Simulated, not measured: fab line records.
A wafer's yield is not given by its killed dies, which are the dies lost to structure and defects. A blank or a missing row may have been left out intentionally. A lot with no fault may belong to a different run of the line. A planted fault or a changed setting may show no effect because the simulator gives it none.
Split-lot trial :: flow berkeley cmos170 :: on a route of 331 steps: 5 lots, 23 wafers read

== ON THE SPLIT ==
At UCB170_CONTACT_ETCH_18 (etches PSG in CHF3/CF4/Ar, stops on TiSi2, target depth 840 nm, time 195 s), the setting over etch frac was moved away from the recipe's 0.2 on 11 of the 23 wafers read, by -11.1% to +29.1%. For the rest of the wafers, this setting stayed at what the recipe calls for.

Reading taken at the split's own step.

== THE READING ==
KrF_of_CONTACT_COAT_10.thk nm (the simulator's own value, which no gauge read), in nm, at UCB170_CONTACT_ETCH_18 (etches PSG in CHF3/CF4/Ar, stops on TiSi2, target depth 840 nm, time 195 s). There is no usual value for it anywhere in the file. Across the 12 wafers here that went through the recipe, the average is 693.8 nm and the standard deviation 2.6 nm.

wafer: L074.1
tool, chamber at the split: rie diel-02, 1
over etch frac as run: 0.2
against the recipe: recipe
KrF_of_CONTACT_COAT_10.thk nm, nm: 694.5
against lot-mates on the recipe: -

wafer: L074.2
tool, chamber at the split: rie diel-02, 3
over etch frac as run: 0.2
against the recipe: recipe
KrF_of_CONTACT_COAT_10.thk nm, nm: 694.6
against lot-mates on the recipe: -

wafer: L074.3
tool, chamber at the split: rie diel-02, 0
over etch frac as run: 0.2204
against the recipe: +10.2%
KrF_of_CONTACT_COAT_10.thk nm, nm: 693.7
against lot-mates on the recipe: -1.4

wafer: L074.4
tool, chamber at the split: rie diel-02, 3
over etch frac as run: 0.2204
against the recipe: +10.2%
KrF_of_CONTACT_COAT_10.thk nm, nm: 687.6
against lot-mates on the recipe: -7.5

wafer: L074.6
tool, chamber at the split: rie diel-02, 1
over etch frac as run: 0.2
against the recipe: recipe
KrF_of_CONTACT_COAT_10.thk nm, nm: 696.2
against lot-mates on the recipe: -

wafer: L076.1
tool, chamber at the split: rie diel-01, 3
over etch frac as run: 0.2156
against the recipe: +7.8%
KrF_of_CONTACT_COAT_10.thk nm, nm: 687.5
against lot-mates on the recipe: -4.5

wafer: L076.2
tool, chamber at the split: rie diel-01, 1
over etch frac as run: 0.2156
against the recipe: +7.8%
KrF_of_CONTACT_COAT_10.thk nm, nm: 688.4
against lot-mates on the recipe: -3.6

wafer: L076.3
tool, chamber at the split: rie diel-01, 0
over etch frac as run: 0.2156
against the recipe: +7.8%
KrF_of_CONTACT_COAT_10.thk nm, nm: 690.6
against lot-mates on the recipe: -1.4

wafer: L076.4
tool, chamber at the split: rie diel-01, 3
over etch frac as run: 0.2
against the recipe: recipe
KrF_of_CONTACT_COAT_10.thk nm, nm: 694.2
against lot-mates on the recipe: -

wafer: L076.6
tool, chamber at the split: rie diel-01, 1
over etch frac as run: 0.2
against the recipe: recipe
KrF_of_CONTACT_COAT_10.thk nm, nm: 689.8
against lot-mates on the recipe: -

wafer: L080.1
tool, chamber at the split: rie diel-01, 0
over etch frac as run: 0.2582
against the recipe: +29.1%
KrF_of_CONTACT_COAT_10.thk nm, nm: 686.4
against lot-mates on the recipe: -8.3

wafer: L080.3
tool, chamber at the split: rie diel-01, 1
over etch frac as run: 0.2
against the recipe: recipe
KrF_of_CONTACT_COAT_10.thk nm, nm: 696.3
against lot-mates on the recipe: -

wafer: L080.4
tool, chamber at the split: rie diel-01, 1
over etch frac as run: 0.2582
against the recipe: +29.1%
KrF_of_CONTACT_COAT_10.thk nm, nm: 684.1
against lot-mates on the recipe: -10.6

wafer: L080.5
tool, chamber at the split: rie diel-01, 3
over etch frac as run: 0.2582
against the recipe: +29.1%
KrF_of_CONTACT_COAT_10.thk nm, nm: 686.7
against lot-mates on the recipe: -8.0

wafer: L080.6
tool, chamber at the split: rie diel-01, 0
over etch frac as run: 0.2
against the recipe: recipe
KrF_of_CONTACT_COAT_10.thk nm, nm: 693.1
against lot-mates on the recipe: -

wafer: L079.1
tool, chamber at the split: rie diel-01, 3
over etch frac as run: 0.1779
against the recipe: -11.1%
KrF_of_CONTACT_COAT_10.thk nm, nm: 695
against lot-mates on the recipe: +5.2

wafer: L079.3
tool, chamber at the split: rie diel-01, 0
over etch frac as run: 0.2
against the recipe: recipe
KrF_of_CONTACT_COAT_10.thk nm, nm: 689.3
against lot-mates on the recipe: -

wafer: L079.4
tool, chamber at the split: rie diel-01, 3
over etch frac as run: 0.2
against the recipe: recipe
KrF_of_CONTACT_COAT_10.thk nm, nm: 690.4
against lot-mates on the recipe: -

wafer: L079.5
tool, chamber at the split: rie diel-01, 0
over etch frac as run: 0.1779
against the recipe: -11.1%
KrF_of_CONTACT_COAT_10.thk nm, nm: 695.1
against lot-mates on the recipe: +5.3

wafer: L079.6
tool, chamber at the split: rie diel-01, 1
over etch frac as run: 0.1779
against the recipe: -11.1%
KrF_of_CONTACT_COAT_10.thk nm, nm: 696.7
against lot-mates on the recipe: +6.9

wafer: L082.1
tool, chamber at the split: rie diel-02, 0
over etch frac as run: 0.2
against the recipe: recipe
KrF_of_CONTACT_COAT_10.thk nm, nm: 697.9
against lot-mates on the recipe: -

wafer: L082.3
tool, chamber at the split: rie diel-02, 1
over etch frac as run: 0.2
against the recipe: recipe
KrF_of_CONTACT_COAT_10.thk nm, nm: 693.7
against lot-mates on the recipe: -

wafer: L082.4
tool, chamber at the split: rie diel-02, 2
over etch frac as run: 0.2
against the recipe: recipe
KrF_of_CONTACT_COAT_10.thk nm, nm: 695.6
against lot-mates on the recipe: -

FIT RESULTS
A straight line over all 23 wafers: KrF_of_CONTACT_COAT_10.thk nm changes by -0.269 nm for each +1% of over etch frac; r = -0.78; the points scatter about the line by 2.5 nm.
The same after taking each lot's own level away (the mean of its wafers on the recipe; 23 wafers): -0.354 nm for each +1%; r = -0.91; scatter 1.8 nm.
That fit puts the effect of the largest move of over etch frac on the reading at 10 nm.
Measured against the standard deviation above, the lots' own levels, which go from 689.85 to 695.73 nm, span 2.3 times it.
So the lot-to-lot level blurs the effect unless lot-mates are compared.
Check: for one of the wafers moved furthest among these (+29.1%), held out of the fit, the line's prediction against its lot-mates is -10.6 nm. It came out at -8.3 nm against them.

== THE OTHER SPLITS THESE WAFERS WENT THROUGH ==
Before the reading, these wafers also passed through other splits. Each is held against what the fit with the lots' levels taken away leaves over:
other split on the same wafers: UCB170_NSD_IMPLANT_08 dose cm2
wafers away from the commonest value: 7
r with KrF_of_CONTACT_COAT_10.thk nm (lot level and that fit taken away): +0.33

other split on the same wafers: UCB170_BACKSIDE_COAT_01 spin rpm
wafers away from the commonest value: 5
r with KrF_of_CONTACT_COAT_10.thk nm (lot level and that fit taken away): -0.04

other split on the same wafers: UCB170_SILICIDE_SPUTTER_01 time s
wafers away from the commonest value: 10
r with KrF_of_CONTACT_COAT_10.thk nm (lot level and that fit taken away): +0.31

== FILE'S OWN FIT ==
KrF_of_CONTACT_COAT_10.thk nm changes by -0.348 nm for each +1% of over etch frac, r = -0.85.
